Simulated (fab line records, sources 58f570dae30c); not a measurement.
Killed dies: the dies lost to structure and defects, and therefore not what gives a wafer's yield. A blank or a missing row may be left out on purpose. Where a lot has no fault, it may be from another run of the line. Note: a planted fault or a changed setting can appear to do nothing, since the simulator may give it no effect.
Comparing a struck lot with a sound one ; flow berkeley_cmos170 ; 15 steps out of a route of 331
Sound: wafers L535.1, L535.3, L535.5. Wafers struck: L554.1, L554.2, L554.3. The cause comes at the end.
Order at every step that has rows: each side's tool, ch and its chambers, its first start. Under that, the readings that differ: sound wafers ; struck wafers ; difference of the means ; sigmas: that difference in standard deviations of wafers without a fault.
alike: words and numbers the same on both sides, and readings whose means are apart by under 2 such deviations; not compared: readings that were withheld, readings missing a value for some wafer, numbers with overlapping values and no deviation given by the record, and bounds like >300 which may hide the same value.
A row with sigmas, a row that says differs or no value, or rows on one side alone: a step with any of these is where the two part. Numbers that have no deviation but don't overlap get no sigmas and don't part them. Lack of a reading on every wafer of one side parts them only where that side has two or more wafers.

UCB170_PWELL_THK_MEAS_03:
  struck on film_metro-04, day 6 20:29; sound on film_metro-04, day 3 02:19
  alike: PWELL_OXIDE_THK
then, 2 steps without rows for these wafers: UCB170_PWELL_ANNEAL_04 (time 900 s); UCB170_PWELL_CVD_05 (deposits Si3N4 from SiH2Cl2/NH3, target thk 220 nm, time 3300 s).
UCB170_PWELL_THK_MEAS_06:
  struck on film_metro-04, day 7 04:13; sound on film_metro-03, day 3 11:44
  alike: PWELL_NITRIDE_THK
then, 6 steps without rows for these wafers: UCB170_PWELL_HMDS_07 (prime time 60 s); UCB170_PWELL_COAT_08 (resist thk 900 nm); UCB170_PWELL_SOFTBAKE_09 (time 60 s); UCB170_PWELL_EXPOSE_10 (exposes mask PWELL, target cd 3000 nm); UCB170_PWELL_PEB_11; UCB170_PWELL_DEVELOP_12 (develop time 45 s).
UCB170_PWELL_OVL_MEAS_13:
  struck on overlay-02, day 7 05:22; sound on overlay-01, day 3 13:14
  alike: PWELL_OVL
UCB170_PWELL_ETCH_14: etches Si3N4 in CH3F/Ar/O2, stops on SiO2, target depth 242 nm, time 151 s.
  sound on rie_diel-01 ch 0,1,3, day 3 13:17; struck on rie_diel-04 ch 1,2,3, day 7 05:23
  alike: drypump_motor_current_A, oes_product_au, throttle_valve_pct
  not compared: rf_hours_counter_h
UCB170_PWELL_IMPLANT_15:
  sound on implanter-03 ch 0, day 3 13:23; struck on implanter-03 ch 0, day 7 05:29
reading;sound;struck;difference;sigmas
beam_energy_keV;59.978 59.980 60.014;61.311 61.313 61.302;+1.318;+66
model.implant.drp_nm (nm);64.7 64.7 64.7;65.44 65.44 65.44;+0.74;
UCB170_PWELL_STRIP_16: strips in O2.
  sound on plasma_asher-04 ch 1, day 3 13:32; struck on plasma_asher-04 ch 0,1, day 7 05:38
  alike: drypump_motor_current_A, oes_product_au, strip_time_to_endpoint_s
  not compared: rf_hours_counter_h
-- the record jumps here: 5 days lie between the struck wafers' starts before and after (it left off in module PWELL and takes up again in module M3, whose first step shown is number 331 of the route) --
UCB170_M3_PROBE_99:
  rows exist in the record for the struck wafers here (prober-02, day 12 14:14), but not for the sound ones

## WHERE THEY PART
Earliest at UCB170_PWELL_IMPLANT_15; latest, in this record, at UCB170_M3_PROBE_99.

WHY: what had been put in by the simulator
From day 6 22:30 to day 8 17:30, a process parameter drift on implanter-03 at UCB170_PWELL_IMPLANT_15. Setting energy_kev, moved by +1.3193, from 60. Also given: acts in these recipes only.
